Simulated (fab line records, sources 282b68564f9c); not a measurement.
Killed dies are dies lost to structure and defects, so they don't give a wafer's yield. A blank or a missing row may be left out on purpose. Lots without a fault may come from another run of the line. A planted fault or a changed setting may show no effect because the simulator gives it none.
Split-lot experiment | flow rit_cmos | 5 lots, 23 wafers read, on a route of 202 steps

THE SPLIT
At RIT_PSD_COAT_01 (resist thk 1000 nm), the setting spin_rpm was moved away from the recipe's 3250 rpm on 10 of the 23 wafers read, by -6.0% to +5.9%. The other wafers ran this setting at the recipe's value.

FROM THE SPLIT TO THE READING: what the file shows between them, 3 steps
- RIT_PSD_SOFTBAKE_02: time 60 s
- RIT_PSD_EXPOSE_03: exposes mask M10, target cd 40900 nm
- RIT_PSD_DEVELOP_05: develop time 50 s

THE READING
NOVOLAK_of_PSD_COAT_01.thk_nm (the simulator's own value, which no gauge read), in nm, at RIT_PSD_HARDBAKE_07 (time 60 s). The file gives no usual value for it. The 13 wafers here that ran the recipe average 884.0 nm, standard deviation 1.8 nm.

wafer  | tool, chamber at the split | spin_rpm as run, rpm | against the recipe | NOVOLAK_of_PSD_COAT_01.thk_nm, nm | against lot-mates on the recipe
L074.1 | litho_track-04, 0          | 3250                 | recipe             | 885.5                             | -
L074.4 | litho_track-04, 0          | 3250                 | recipe             | 887.2                             | -
L074.5 | litho_track-04, 0          | 3250                 | recipe             | 885.6                             | -
L075.1 | litho_track-03, 0          | 3250                 | recipe             | 885.1                             | -
L075.2 | litho_track-03, 0          | 3250                 | recipe             | 880.4                             | -
L075.3 | litho_track-03, 0          | 3055                 | -6.0%              | 911.9                             | +29.1
L075.5 | litho_track-03, 0          | 3055                 | -6.0%              | 911.1                             | +28.4
L075.6 | litho_track-03, 0          | 3055                 | -6.0%              | 910.5                             | +27.8
L077.1 | litho_track-02, 0          | 3250                 | recipe             | 884.3                             | -
L077.2 | litho_track-02, 0          | 3076                 | -5.4%              | 907.2                             | +23.7
L077.4 | litho_track-02, 0          | 3076                 | -5.4%              | 907                               | +23.5
L077.5 | litho_track-02, 0          | 3250                 | recipe             | 882.6                             | -
L077.6 | litho_track-02, 0          | 3250                 | recipe             | 883.7                             | -
L079.1 | litho_track-03, 0          | 3108                 | -4.4%              | 898.8                             | +16.5
L079.2 | litho_track-03, 0          | 3250                 | recipe             | 881.2                             | -
L079.4 | litho_track-03, 0          | 3250                 | recipe             | 883.4                             | -
L079.5 | litho_track-03, 0          | 3108                 | -4.4%              | 902.8                             | +20.5
L079.6 | litho_track-03, 0          | 3108                 | -4.4%              | 901.5                             | +19.2
L084.1 | litho_track-03, 0          | 3443                 | +5.9%              | 861.1                             | -23.2
L084.2 | litho_track-03, 0          | 3250                 | recipe             | 884.4                             | -
L084.3 | litho_track-03, 0          | 3250                 | recipe             | 883.2                             | -
L084.5 | litho_track-03, 0          | 3443                 | +5.9%              | 859.7                             | -24.6
L084.6 | litho_track-03, 0          | 3250                 | recipe             | 885.3                             | -

THE FIT
A straight line over all 23 wafers: NOVOLAK_of_PSD_COAT_01.thk_nm changes by -4.21 nm for each +1% of spin_rpm; r = -0.99; the points scatter about the line by 1.9 nm.
The same after taking each lot's own level away (the mean of its wafers on the recipe; 23 wafers): -4.37 nm for each +1%; r = -1.00; scatter 1.5 nm.
On that fit, the largest move of spin_rpm shifts the reading by 26 nm.
The lots' own levels span 882.30 to 886.10 nm, that is 2.1 times the standard deviation above.
So the lot-to-lot level changes the slope little: the two slopes agree.
Check: with one of the wafers moved furthest among these (-6.0%) left out of the fit, the line predicts +26.3 nm for it against its lot-mates. It came out at +29.1 nm against them.

OTHER SPLITS ON THESE WAFERS
These wafers also went through other splits before the reading. Each is held against what the fit with the lots' levels taken away leaves over:
other split on the same wafers | wafers away from the commonest value | r with NOVOLAK_of_PSD_COAT_01.thk_nm (lot level and that fit taken away)
RIT_PLDD_SOFTBAKE_02 temp_c    | 7                                    | -0.09
RIT_NSD_IMPLANT_08 dose_cm2    | 4                                    | -0.26

THE WHOLE CHAIN: every reading that the file lists as answering this split, in the file's order
step                | what it does       | reading                                                                        | change (the file's fit)              | r (the file's)
RIT_PSD_COAT_01     | resist thk 1000 nm | NOVOLAK_of_PSD_COAT_01.thk_nm (the simulator's own value, which no gauge read) | -5 nm for each +1% of the setting    | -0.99
RIT_PSD_HARDBAKE_07 | time 60 s          | NOVOLAK_of_PSD_COAT_01.thk_nm (the simulator's own value, which no gauge read) | -4.37 nm for each +1% of the setting | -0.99

THE FILE'S OWN FIT
NOVOLAK_of_PSD_COAT_01.thk_nm changes by -4.37 nm for each +1% of spin_rpm, r = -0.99.
